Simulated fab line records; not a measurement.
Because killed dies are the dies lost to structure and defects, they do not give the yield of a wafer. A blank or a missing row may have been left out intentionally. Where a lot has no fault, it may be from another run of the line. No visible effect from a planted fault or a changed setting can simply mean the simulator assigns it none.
The tool behind it: which one? | flow rit-cmos | 14 lots with 42 wafers sampled at 2 steps, on a route of 202 steps

## WHAT EACH GAUGE READ, for each wafer
RIT_ACTIVE_CD_MEAS_11 targets a cd of 1400 nm.
lot  | measured    | on        | cd-nm (nm)
L825 | day 1 14:41 | cd-sem-01 | 1400.0 1397.9 1399.9
L826 | day 1 19:26 | cd-sem-02 | 1399.7 1401.6 1401.9
L827 | day 2 00:35 | cd-sem-01 | 1400.3 1400.8 1398.5
L828 | day 2 05:37 | cd-sem-02 | 1401.2 1401.5 1400.7
L830 | day 2 15:26 | cd-sem-02 | 1400.9 1400.9 1400.4
L832 | day 3 01:40 | cd-sem-02 | 1401.6 1403.6 1402.8
L834 | day 3 13:32 | cd-sem-02 | 1401.8 1402.4 1399.3
L835 | day 3 16:26 | cd-sem-02 | 1403.6 1402.1 1404.0
L837 | day 4 02:26 | cd-sem-02 | 1433.0 1432.9 1433.2
L838 | day 4 07:28 | cd-sem-02 | 1425.5 1423.8 1425.1
L841 | day 4 22:35 | cd-sem-02 | 1402.9 1401.8 1401.8
L842 | day 5 03:34 | cd-sem-01 | 1400.2 1398.1 1401.3
L844 | day 5 13:26 | cd-sem-02 | 1402.7 1404.9 1402.0
L848 | day 6 09:31 | cd-sem-02 | 1403.1 1403.9 1405.1

## WHAT TOOL EACH LOT RAN ON (gives the tool, then ch and the chambers of the sampled wafers, and finally the start)
lot  | RIT_ACTIVE_DEVELOP_10
L825 | litho-track-04 ch 0, day 1 14:00
L826 | litho-track-02 ch 0, day 1 19:00
L827 | litho-track-03 ch 0, day 2 00:00
L828 | litho-track-03 ch 0, day 2 05:00
L830 | litho-track-04 ch 0, day 2 15:00
L832 | litho-track-02 ch 0, day 3 01:00
L834 | litho-track-03 ch 0, day 3 13:00
L835 | litho-track-02 ch 0, day 3 16:00
L837 | litho-track-04 ch 0, day 4 02:00
L838 | litho-track-04 ch 0, day 4 07:00
L841 | litho-track-02 ch 0, day 4 22:00
L842 | litho-track-02 ch 0, day 5 03:00
L844 | litho-track-03 ch 0, day 5 13:00
L848 | litho-track-02 ch 0, day 6 09:00
- RIT_ACTIVE_DEVELOP_10: develop time 50 s.

## WHAT THE TOOLS THEMSELVES READ (means of the sampled wafers that have a number; where no wafer has one, the mark that the record gives instead)
RIT_ACTIVE_DEVELOP_10.
lot  | tool           | developer-temp-C (C) | resist-line-temp-C (C)
L825 | litho-track-04 | 23.03                | 23.01
L826 | litho-track-02 | 23.02                | 23.01
L827 | litho-track-03 | 23.08                | 23.04
L828 | litho-track-03 | 22.89                | 22.93
L830 | litho-track-04 | 23.00                | 22.96
L832 | litho-track-02 | 23.03                | 23.08
L834 | litho-track-03 | 23.04                | 23.15
L835 | litho-track-02 | 23.19                | 23.09
L837 | litho-track-04 | 22.87                | 22.86
L838 | litho-track-04 | 22.90                | 22.98
L841 | litho-track-02 | 23.04                | 22.91
L842 | litho-track-02 | 23.02                | 22.91
L844 | litho-track-03 | 23.01                | 23.06
L848 | litho-track-02 | 23.14                | 23.07

## THE ANSWER, worked out from the rows above alone
Rule: usual is defined by the lots themselves. Put in order of their means at a reading, lots are off if they are a third of the lots or fewer, leave a main group of 4 or more, and stand apart from it by a gap of 3 or more times the standard deviation of the main group's means; of several such gaps the widest counts. A main group whose means are all the same, to the digits that the tables above print for the reading, isn't used. Also off: a lot with no number at a reading for which 4 or more lots have one. Any other lot the step has rows for is counted as sound. After the gauges, taken in route order, come the tools' own readings; for these a lot's mean is taken, as printed above. The first step at which some lot is off is used, and at that step the reading that is off furthest; a lot without a number counts as furthest.
Off at RIT_ACTIVE_CD_MEAS_11 (cd-nm): L837, L838. The main group has a mean of 1401.5 nm with a standard deviation of 1.5.
A tool fits if, at a process step before that reading, it ran every lot that is off, and no sound lot after the first of them. The gauges at RIT_ACTIVE_CD_MEAS_11 are tried like those tools. One fits: litho-track-04 at RIT_ACTIVE_DEVELOP_10. Its last sound lot is L830 (day 2 15:00), its first lot that is off L837 (day 4 02:00): a fault that began between those two fits.

## WHAT WAS PUT IN BY THE SIMULATOR
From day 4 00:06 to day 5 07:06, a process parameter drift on litho-track-04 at RIT_ACTIVE_DEVELOP_10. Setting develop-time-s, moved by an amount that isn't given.
Shown lots that were struck: L837, L838. The rule above found the same.
